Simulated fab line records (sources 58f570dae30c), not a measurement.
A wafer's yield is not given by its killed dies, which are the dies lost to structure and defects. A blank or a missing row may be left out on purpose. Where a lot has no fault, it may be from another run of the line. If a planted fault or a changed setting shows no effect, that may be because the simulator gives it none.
Which tool is to blame? | flow berkeley_cmos170 | 42 wafers sampled from 14 lots at 1 step of a route of 331

## WHAT EACH GAUGE READ, for each wafer
No reading from a measuring or inspecting step in the record can be judged against a usual standard deviation.

## WHICH TOOL RAN EACH LOT (tool, then ch and the chambers of the sampled wafers, then the start)
lot  | UCB170_SCREENOX_WET_ETCH_00
L142 | wet_bench-01 ch 3, day 5 02:25
L143 | wet_bench-01 ch 3, day 5 14:17
L144 | wet_bench-01 ch 2, day 5 14:17
L145 | wet_bench-01 ch 0, day 6 03:20
L147 | wet_bench-02 ch 3, day 6 14:53
L148 | wet_bench-01 ch 2, day 6 22:04
L152 | wet_bench-03 ch 2, day 7 14:27
L155 | wet_bench-01 ch 3, day 7 20:15
L156 | wet_bench-03 ch 3, day 8 09:11
L157 | wet_bench-02 ch 0, day 8 13:58
L159 | wet_bench-01 ch 1, day 9 06:30
L160 | wet_bench-01 ch 2, day 9 06:30
L161 | wet_bench-01 ch 2, day 9 14:01
L162 | wet_bench-01 ch 0, day 9 14:01
- UCB170_SCREENOX_WET_ETCH_00: etches SiO2 in dHF, time 200 s.

## AS READ BY THE TOOLS THEMSELVES (means over the sampled wafers that have a number; for cases with no such wafer, the mark the record gives instead)
UCB170_SCREENOX_WET_ETCH_00. Usual: bath_heat_duty_pct 6.2 %, standard deviation 0.61; run_length_s 227 s, standard deviation 3.3.
lot  | tool         | bath_heat_duty_pct (%) | run_length_s (s) | flag
L142 | wet_bench-01 | 5.9                    | 225              |
L143 | wet_bench-01 | 5.4                    | 223              |
L144 | wet_bench-01 | 6.0                    | 226              |
L145 | wet_bench-01 | 6.1                    | 225              |
L147 | wet_bench-02 | -                      | -                | OFF
L148 | wet_bench-01 | -                      | -                | OFF
L152 | wet_bench-03 | 7.2                    | 225              |
L155 | wet_bench-01 | 5.5                    | 231              |
L156 | wet_bench-03 | 6.3                    | 227              |
L157 | wet_bench-02 | 5.6                    | 228              |
L159 | wet_bench-01 | 5.9                    | 231              |
L160 | wet_bench-01 | 5.8                    | 233              |
L161 | wet_bench-01 | 6.2                    | 226              |
L162 | wet_bench-01 | 6.3                    | 225              |

## THE ANSWER, worked out from the rows above alone
Rule: lot off if the mean of its wafers having a number is beyond 3 standard deviations from the usual mean. A lot without any number at a reading at which 4 lots or more have one is off too. Any other lot the step has rows for is counted as sound. First the gauges in route order, then the tools' own readings, where a lot's mean is used as printed above. At the first step where some lot is off, the reading lying furthest off is the one used; lots without a number count as furthest.
Off: L147, L148 (UCB170_SCREENOX_WET_ETCH_00, bath_heat_duty_pct). Without a number there: L147, L148.
A tool fits if, at that step or a process step before it, it ran every lot that is off, and no sound lot after the first of them. Not one of the candidates tried fits.

## WHAT WAS PUT IN BY THE SIMULATOR
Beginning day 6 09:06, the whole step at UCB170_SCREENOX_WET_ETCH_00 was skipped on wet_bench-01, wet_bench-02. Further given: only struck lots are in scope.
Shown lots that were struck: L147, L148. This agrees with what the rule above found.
